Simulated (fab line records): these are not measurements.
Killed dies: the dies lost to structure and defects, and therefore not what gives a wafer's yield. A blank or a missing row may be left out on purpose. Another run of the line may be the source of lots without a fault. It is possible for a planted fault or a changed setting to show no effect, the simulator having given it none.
2 desks looking at one fault :: flow rit-cmos :: every desk sees just its own numbers, and what lay behind them comes last

## THE TOOL OWNER'S DESK: rie-si-01
The tool's own readings at RIT_GATE_ETCH_19 (etches poly-Si in SF6/CHF3/O2, stops on SiO2, time 165 s, target depth 312.5 nm): means of the sampled wafers that have a number, for each lot that ran on this tool. A lot is out of limits, marked OUT, if its mean lies more than 4 standard deviations from the usual mean; the brackets give that distance.
Columns: A = drypump-motor-current-A at RIT_GATE_ETCH_19, usual 5.5 A; B = oes-product-au at RIT_GATE_ETCH_19, usual 0.849 a.u.; C = run-length-s at RIT_GATE_ETCH_19, usual 193.5 s; D = throttle-valve-pct at RIT_GATE_ETCH_19, usual 10.26 %
lot: L516
first seen here: day 4 05:35
A: 6.0
B: 0.852
C: 193.2
D: 10.37

lot: L522
first seen here: day 5 11:41
A: 6.0
B: 0.814
C: 208.6 (+36) OUT
D: 10.37
This desk finds L522 out of limits, L522 being first, at day 5 11:41 (run-length-s at RIT_GATE_ETCH_19). In limits: L516.

## METROLOGY DESK
What the gauges read, lot by lot, whatever tool the lot ran on: means of the sampled wafers that have a number. A lot is out of limits, marked OUT, if its mean lies more than 4 standard deviations from the usual mean; the brackets give that distance.
Columns: A = GATE_OXIDE_THK at RIT_GATE_THK_MEAS_07, usual 3.02 nm; B = GATE_POLY_THK at RIT_GATE_THK_MEAS_09, usual 249.3 nm; C = cd-nm at RIT_GATE_CD_MEAS_16, usual 149.9 nm; D = GATE_OVL at RIT_GATE_OVL_MEAS_17, usual 0.6 nm
lot: L516
first seen here: day 4 02:34
A: 2.95
B: 250.9
C: 149.8
D: 1.2

lot: L522
first seen here: day 5 07:59
A: 3.03
B: 247.8
C: 149.6
D: 0.5

lot: L524
first seen here: day 5 17:53
A: 3.00
B: 245.8
C: 152.5
D: -0.4

lot: L526
first seen here: day 6 04:07
A: 3.00
B: 248.2
C: 153.0
D: 2.9

lot: L531
first seen here: day 7 04:14
A: 2.90
B: 250.3
C: 150.8
D: -0.4
This desk found nothing out of limits on any of the 5 lots.

## ALL TOGETHER
The tool owner's desk had the chance to raise an alarm at day 5 11:41 on L522.
Metrology desk: nothing out of limits seen.
The metrology desk holds a record of L522, inside its limits.
On rie-si-01, each named lot ran RIT_GATE_ETCH_19.

## WHAT THE SIMULATOR HAD INSERTED
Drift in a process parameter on rie-si-01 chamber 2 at RIT_GATE_ETCH_19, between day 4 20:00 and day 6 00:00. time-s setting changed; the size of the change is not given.
Shown lots that were struck: L522.
How many hours passed from the start of the fault until each desk's first out-of-limits reading: the tool owner's desk, 16.
